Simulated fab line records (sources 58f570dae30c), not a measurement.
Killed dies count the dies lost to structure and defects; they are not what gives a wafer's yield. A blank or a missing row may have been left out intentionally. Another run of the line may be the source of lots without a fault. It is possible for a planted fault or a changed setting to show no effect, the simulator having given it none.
Check for tools in common + flow berkeley-cmos170 + 42 wafers sampled across 14 lots

== REASON FOR OPENING ==
Of 14 lots, 2 have the reading PSD_RS flagged at UCB170_SDANNEAL_RS_MEAS_02. Wafers without a fault read 75.61 ohm/sq, standard deviation 0.3.
Rule: flag the lot when none of its wafers has a number, or when each of its wafers that has one lies beyond 4 standard deviations from that mean. As for the other lots, they are considered sound.

| lot  | measured     | on            | PSD_RS (ohm/sq), wafer by wafer | flag    |
|------|--------------|---------------|---------------------------------|---------|
| L965 | day 8 02:50  | film-metro-02 | 75.05 75.08 74.85               |         |
| L964 | day 8 03:24  | film-metro-02 | 75.63 75.39 75.69               |         |
| L968 | day 8 11:32  | film-metro-04 | 75.66 75.69 75.78               |         |
| L967 | day 8 11:50  | film-metro-02 | 75.73 75.30 75.53               |         |
| L969 | day 9 05:49  | film-metro-04 | 75.54 76.15 75.79               |         |
| L971 | day 9 10:05  | film-metro-02 | 75.63 75.69 75.63               |         |
| L970 | day 9 10:34  | film-metro-04 | 75.53 75.34 75.63               |         |
| L972 | day 9 11:05  | film-metro-02 | 75.65 75.49 75.68               |         |
| L975 | day 9 20:43  | film-metro-04 | 65.56 65.57 65.46               | FLAGGED |
| L974 | day 9 23:52  | film-metro-04 | 74.97 75.11 75.39               |         |
| L973 | day 9 23:53  | film-metro-02 | 65.55 65.63 65.32               | FLAGGED |
| L978 | day 10 15:41 | film-metro-03 | 76.17 76.03 76.37               |         |
| L985 | day 12 01:49 | film-metro-04 | 75.74 75.75 75.55               |         |
| L987 | day 12 15:14 | film-metro-04 | 75.21 75.68 75.42               |         |
The mean of the flagged lots' numbers is 65.52 ohm/sq, -10.09 ohm/sq from the usual (-34 standard deviations).

== WHICH TOOL RAN EACH LOT ==
Before the reading, the record contains 2 process steps out of a 331-step route. Each cell gives the tool, then ch followed by the chambers the sampled wafers passed through, then the start.
| lot  | flag    | UCB170_PVT_STRIP_08                  | UCB170_SDANNEAL_RTA_01           |
|------|---------|--------------------------------------|----------------------------------|
| L965 |         | plasma-asher-01 ch 0,1, day 6 18:25  | rtp-anneal-02 ch 0, day 8 02:46  |
| L964 |         | plasma-asher-01 ch 0, day 6 18:02    | rtp-anneal-02 ch 0, day 8 03:20  |
| L968 |         | plasma-asher-01 ch 0,1, day 7 04:51  | rtp-anneal-01 ch 0, day 8 11:27  |
| L967 |         | plasma-asher-01 ch 0,1, day 7 04:32  | rtp-anneal-02 ch 0, day 8 11:36  |
| L969 |         | plasma-asher-03 ch 0, day 7 20:41    | rtp-anneal-02 ch 0, day 9 05:44  |
| L971 |         | plasma-asher-04 ch 0,1, day 8 02:45  | rtp-anneal-02 ch 0, day 9 10:00  |
| L970 |         | plasma-asher-03 ch 0,1, day 8 02:50  | rtp-anneal-02 ch 0, day 9 10:27  |
| L972 |         | plasma-asher-04 ch 0,1, day 8 02:05  | rtp-anneal-02 ch 0, day 9 10:52  |
| L975 | FLAGGED | plasma-asher-03 ch 0,1, day 8 14:35  | rtp-anneal-02 ch 0, day 9 20:40  |
| L974 |         | plasma-asher-01 ch 0,1, day 8 14:52  | rtp-anneal-01 ch 0, day 9 23:48  |
| L973 | FLAGGED | plasma-asher-03 ch 0,1, day 8 14:51  | rtp-anneal-02 ch 0, day 9 23:49  |
| L978 |         | plasma-asher-04 ch 0, day 9 09:37    | rtp-anneal-01 ch 0, day 10 15:37 |
| L985 |         | plasma-asher-04 ch 0,1, day 10 22:10 | rtp-anneal-01 ch 0, day 12 01:45 |
| L987 |         | plasma-asher-03 ch 0,1, day 11 03:11 | rtp-anneal-02 ch 0, day 12 15:10 |
What these steps do:
- UCB170_PVT_STRIP_08: strips in O2.
- UCB170_SDANNEAL_RTA_01: time 5 s.
- UCB170_SDANNEAL_RS_MEAS_02: measures by four-point-probe.

== FLAGGED OVER TOTAL, TOOL BY TOOL (the gauges that took the reading come last) ==
| step                       | tool            | lots run | flagged | share of the flagged lots | sound lots run after its first flagged lot |
|----------------------------|-----------------|----------|---------|---------------------------|--------------------------------------------|
| UCB170_PVT_STRIP_08        | plasma-asher-01 | 5        | 0       | none                      | -                                          |
| UCB170_PVT_STRIP_08        | plasma-asher-03 | 5        | 2       | all                       | 1 (L987)                                   |
| UCB170_PVT_STRIP_08        | plasma-asher-04 | 4        | 0       | none                      | -                                          |
| UCB170_SDANNEAL_RTA_01     | rtp-anneal-01   | 4        | 0       | none                      | -                                          |
| UCB170_SDANNEAL_RTA_01     | rtp-anneal-02   | 10       | 2       | all                       | 1 (L987)                                   |
| UCB170_SDANNEAL_RS_MEAS_02 | film-metro-02   | 6        | 1       | some                      | 0                                          |
| UCB170_SDANNEAL_RS_MEAS_02 | film-metro-03   | 1        | 0       | none                      | -                                          |
| UCB170_SDANNEAL_RS_MEAS_02 | film-metro-04   | 7        | 1       | some                      | 3 (L974,L985,L987)                         |

== WHAT IS ALLOWED BY THE TABLE ==
Rows of the table that ran all the flagged lots, 2 in number: plasma-asher-03 at UCB170_PVT_STRIP_08; rtp-anneal-02 at UCB170_SDANNEAL_RTA_01.
- plasma-asher-03 at UCB170_PVT_STRIP_08 ran 5 lots, 2 of them flagged. After the first flagged lot (L987), sound lots still ran on it; a lasting fault on the whole tool would not permit that.
- rtp-anneal-02 at UCB170_SDANNEAL_RTA_01 ran 10 lots, 2 of them flagged. After the first flagged lot (L987), sound lots still ran on it; a lasting fault on the whole tool would not permit that. Its own readings lie more than 4 standard deviations out on every wafer of the flagged lots: wafer_temp_C_max.
None of the table's rows ran every flagged lot and, after the first, no sound lot.

== WHAT THE SIMULATOR HAD PUT IN ==
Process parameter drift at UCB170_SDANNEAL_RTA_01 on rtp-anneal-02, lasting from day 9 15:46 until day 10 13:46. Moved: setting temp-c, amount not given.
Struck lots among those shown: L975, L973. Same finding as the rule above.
